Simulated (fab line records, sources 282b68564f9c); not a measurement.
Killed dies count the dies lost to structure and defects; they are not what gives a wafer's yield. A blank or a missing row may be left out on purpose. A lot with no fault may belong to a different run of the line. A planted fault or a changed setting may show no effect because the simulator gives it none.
Which of the tools did it?    flow rit_cmos    45 wafers sampled from 15 lots at 1 step of a route of 202

WHAT THE GAUGES READ, wafer by wafer
No reading from a measuring or inspecting step in the record can be judged against a usual standard deviation.

WHAT TOOL EACH LOT RAN ON (gives the tool, then ch and the chambers of the sampled wafers, and finally the start)
lot   RIT_CONTACT_PEB_06
L970  litho_track-02 ch 0, day 3 02:54
L971  litho_track-02 ch 0, day 3 10:17
L972  litho_track-01 ch 0, day 3 14:44
L973  litho_track-03 ch 0, day 3 19:23
L974  litho_track-02 ch 0, day 4 00:40
L975  litho_track-03 ch 0, day 4 07:49
L976  litho_track-01 ch 0, day 4 10:40
L979  litho_track-03 ch 0, day 5 02:50
L980  litho_track-01 ch 0, day 5 05:22
L981  litho_track-01 ch 0, day 5 10:25
L983  litho_track-03 ch 0, day 5 21:18
L984  litho_track-03 ch 0, day 6 02:25
L991  litho_track-01, day 7 14:37
L992  litho_track-03, day 7 19:10
L993  litho_track-01, day 8 00:53
- RIT_CONTACT_PEB_06

WHAT THE TOOLS THEMSELVES READ (means of the sampled wafers that have a number; where no wafer has one, the mark that the record gives instead)
RIT_CONTACT_PEB_06.
lot   tool            exhaust_pa (Pa)
L970  litho_track-02  43.6
L971  litho_track-02  44.8
L972  litho_track-01  45.2
L973  litho_track-03  45.2
L974  litho_track-02  45.3
L975  litho_track-03  45.4
L976  litho_track-01  44.3
L979  litho_track-03  44.8
L980  litho_track-01  45.2
L981  litho_track-01  45.7
L983  litho_track-03  45.4
L984  litho_track-03  43.7
L991  litho_track-01  -
L992  litho_track-03  -
L993  litho_track-01  -

THE ANSWER, worked out from the rows above alone
Rule: usual is defined by the lots themselves. The widest of any qualifying gaps counts: lots, ordered by their means at a reading, are off when they make up no more than a third of the lots, leave a main group of 4 or more, and stand apart from it by 3 or more times the standard deviation of that group's means. If all means in a main group match to the digits the tables above print for the reading, that group is not used. A lot without any number at a reading at which 4 lots or more have one is off too. Where the step has rows for the other lots, those lots are counted as sound. First the gauges in route order, then the tools' own readings, where a lot's mean is used as printed above. The first step at which some lot is off is used, and at that step the reading that is off furthest; a lot without a number counts as furthest.
Off: L991, L992, L993 (RIT_CONTACT_PEB_06, exhaust_pa). Without a number there: L991, L992, L993. The main group has a mean of 44.9 Pa with a standard deviation of 0.65.
A tool fits if, at that step or a process step before it, it ran every lot that is off, and no sound lot after the first of them. None of those tried fits.

WHAT THE SIMULATOR HAD INSERTED
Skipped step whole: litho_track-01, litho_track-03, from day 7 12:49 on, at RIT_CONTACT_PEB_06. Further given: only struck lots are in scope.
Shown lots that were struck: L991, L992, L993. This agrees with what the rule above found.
